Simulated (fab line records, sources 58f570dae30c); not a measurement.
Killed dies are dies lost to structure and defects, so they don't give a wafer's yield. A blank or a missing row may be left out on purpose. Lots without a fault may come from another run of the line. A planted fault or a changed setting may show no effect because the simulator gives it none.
Problem report in the 8D (eight disciplines) form, filled by code | flow berkeley_cmos170 | the parts of the form that need people (team, actions taken, sign-off) are left out

1. THE PROBLEM
cd_nm at UCB170_V1_CD_MEAS_12 reads a mean of 680.3 nm on 6 wafers of 2 lots; wafers without a fault read 700.1 nm with a standard deviation of 1.3. That is -15 standard deviations from the usual mean.
The step: target cd 700 nm.
First seen on wafer L116.1, day 10 06:20, on cd_sem-02. The record holds 42 wafers of 14 lots with a number at this step. Rule for "out", or "out of limits": more than 4 standard deviations from the usual mean. The other wafers with a number count as sound.

2. WHAT IT IS AND WHAT IT IS NOT
question                    | is                     | is not
which readings at this step | cd_nm                  | -
which lots                  | L116, L117             | L101, L102, L104, L106, L107, L108, L109, L110, L112, L113, L118, L124
which wafers of those lots  | all that have a number | -
read on which gauges        | cd_sem-01, cd_sem-02   | -
when                        | from day 10 06:20      | up to then (30 sound wafers); but 6 sound wafers of L118, L124 came after

3. SUSPECTS, AND WHAT RULES EACH OUT
Counting: a tool at a process step up to the reading stays a suspect if it ran every lot that is out and no sound lot after the first of them.
- the gauge at UCB170_V1_CD_MEAS_12: ruled out. The wafers that are out were read on 2 gauges (cd_sem-01, cd_sem-02).
- litho_track-02 at UCB170_V1_PEB_10: kept. It ran every lot that is out, first L116 (day 10 06:04), and no sound lot after that; its last sound lot up to then is L113 (day 9 17:49). Its own readings are out on those wafers: heater_power_total_W.
Left after counting: litho_track-02 at UCB170_V1_PEB_10.

4. THE CAUSE (what the simulator had put in)
Process parameter drift: litho_track-02, from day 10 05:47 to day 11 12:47, at UCB170_V1_PEB_10. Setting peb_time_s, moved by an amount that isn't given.
Counting left only this tool.

5. THE CHAIN OF EFFECTS, in route order
Each row: a reading whose mean over the struck wafers that have a number lies more than 3 standard deviations from the usual. Only readings for which the record gives a usual standard deviation are gone through. hours: the time from each lot's start at the first step in this table that gives one to its start at this step, as a median over the lots. sigmas: the change in usual standard deviations.
hours | step                 | reading              | usual    | on struck wafers | change | sigmas
0     | UCB170_V1_PEB_10     | heater_power_total_W | 56.79 W  | 62.47            | +5.68  | +99 or more
0     | UCB170_V1_CD_MEAS_12 | cd_nm                | 700.1 nm | 680.3            | -19.8  | -15
The process steps in it:
- UCB170_V1_PEB_10

6. WHAT WOULD HAVE CAUGHT IT SOONER
In this record the first reading out of limits at a measuring or inspecting step was taken at day 10 06:20, 1 hour after the fault began at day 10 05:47.
The tool's own readings at UCB170_V1_PEB_10 were out on every struck wafer that the step has a row for (heater_power_total_W): an alarm limit on them would have fired on the first of those.
Of the lots that are out (2), L117 began UCB170_V1_PEB_10 on litho_track-02 after day 10 06:20. A hold on the tool at that time would have spared it.
